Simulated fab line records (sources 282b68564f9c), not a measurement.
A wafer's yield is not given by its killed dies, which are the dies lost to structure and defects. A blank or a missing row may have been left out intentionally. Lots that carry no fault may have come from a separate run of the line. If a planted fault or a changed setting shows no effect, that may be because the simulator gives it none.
The tool behind it: which one? | flow rit cmos | at 1 step of a route of 202, 14 lots with 42 wafers sampled

WHAT THE GAUGES SHOWED, per wafer
No reading from a measuring or inspecting step in the record can be judged against a usual standard deviation.

TOOL THAT RAN EACH LOT (tool first, then ch and the chambers of the sampled wafers, then the start)
lot  | RIT_GATE_ETCH_19
L507 | rie si-02 ch 0,2, day 2 15:04
L509 | rie si-02 ch 0,1,3, day 3 06:40
L510 | rie si-01 ch 1,2,3, day 3 06:57
L511 | rie si-02 ch 0,1, day 3 11:01
L512 | rie si-01 ch 0,1,2, day 3 15:11
L513 | rie si-02 ch 0,2,3, day 4 02:49
L515 | rie si-02 ch 2,3, day 4 08:19
L516 | rie si-01 ch 0,1, day 4 15:29
L519 | rie si-02 ch 0,1,2, day 5 02:04
L521 | rie si-02 ch 0,1, day 5 11:33
L522 | rie si-01 ch 2,3, day 5 15:21
L526 | rie si-01 ch 0,1,2, day 6 12:20
L528 | rie si-01 ch 1,2,3, day 6 23:17
L530 | rie si-01 ch 1,2,3, day 7 07:55
- RIT_GATE_ETCH_19: etches poly-Si in SF6/CHF3/O2, stops on SiO2, time 165 s, target depth 312.5 nm.

WHAT THE TOOLS THEMSELVES READ (means of the sampled wafers that have a number; where no wafer has one, the mark that the record gives instead)
RIT_GATE_ETCH_19.
lot  | tool      | O2_flow_sccm (sccm) | drypump motor current A (A) | oes product au (a.u.) | run length s (s) | throttle valve pct (%)
L507 | rie si-02 | 4.991               | 6.2                         | 0.821                 | 193.3            | 10.41
L509 | rie si-02 | 5.003               | 5.9                         | 0.850                 | 193.0            | 10.29
L510 | rie si-01 | 5.001               | 5.6                         | 0.837                 | 193.0            | 10.47
L511 | rie si-02 | 4.992               | 5.8                         | 0.864                 | 193.4            | 10.31
L512 | rie si-01 | 5.003               | 5.9                         | 0.852                 | 193.2            | 10.42
L513 | rie si-02 | 5.000               | 6.0                         | 0.836                 | 193.6            | 10.34
L515 | rie si-02 | 4.989               | 6.3                         | 0.840                 | 193.4            | 10.37
L516 | rie si-01 | 5.011               | 5.9                         | 0.862                 | 192.6            | 10.38
L519 | rie si-02 | 5.009               | 6.1                         | 0.820                 | 200.5            | 10.35
L521 | rie si-02 | 5.004               | 6.0                         | 0.843                 | 200.3            | 10.29
L522 | rie si-01 | 4.976               | 5.6                         | 0.839                 | 193.2            | 10.49
L526 | rie si-01 | 4.991               | 5.9                         | 0.849                 | 193.1            | 10.43
L528 | rie si-01 | 4.996               | 5.6                         | 0.842                 | 192.8            | 10.47
L530 | rie si-01 | 5.002               | 5.6                         | 0.836                 | 193.1            | 10.48

THE ANSWER, worked out from the rows above alone
Rule: the lots themselves supply what counts as usual. The widest of any qualifying gaps counts: lots, ordered by their means at a reading, are off when they make up no more than a third of the lots, leave a main group of 4 or more, and stand apart from it by 3 or more times the standard deviation of that group's means. A main group whose means are all the same, to the digits that the tables above print for the reading, isn't used. A lot without any number at a reading at which 4 lots or more have one is off too. Where the step has rows for the other lots, those lots are counted as sound. First the gauges in route order, then the tools' own readings, where a lot's mean is used as printed above. The first step at which some lot is off is used, and at that step the reading that is off furthest; a lot without a number counts as furthest.
Off, at RIT_GATE_ETCH_19 on run length s: L519, L521. Main group: mean 193.1 s, sd 0.26.
If a tool, at that step or one of the process steps before it, ran each lot that is off and ran no sound lot following the first of them, it fits. One fits: rie si-02 at RIT_GATE_ETCH_19. A fault onset in the window from L515 (day 4 08:19, its last sound lot) to L519 (day 5 02:04, its first lot off) fits.
The tool's own readings at RIT_GATE_ETCH_19 bear it out: on the lots that are off they differ by more than 5 times the standard deviation of the sound lots' means. run length s reads 200.4 s there against 193.1 s on the sound lots.

WHAT THE SIMULATOR HAD PUT IN
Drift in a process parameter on rie si-02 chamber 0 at RIT_GATE_ETCH_19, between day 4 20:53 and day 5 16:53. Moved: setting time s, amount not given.
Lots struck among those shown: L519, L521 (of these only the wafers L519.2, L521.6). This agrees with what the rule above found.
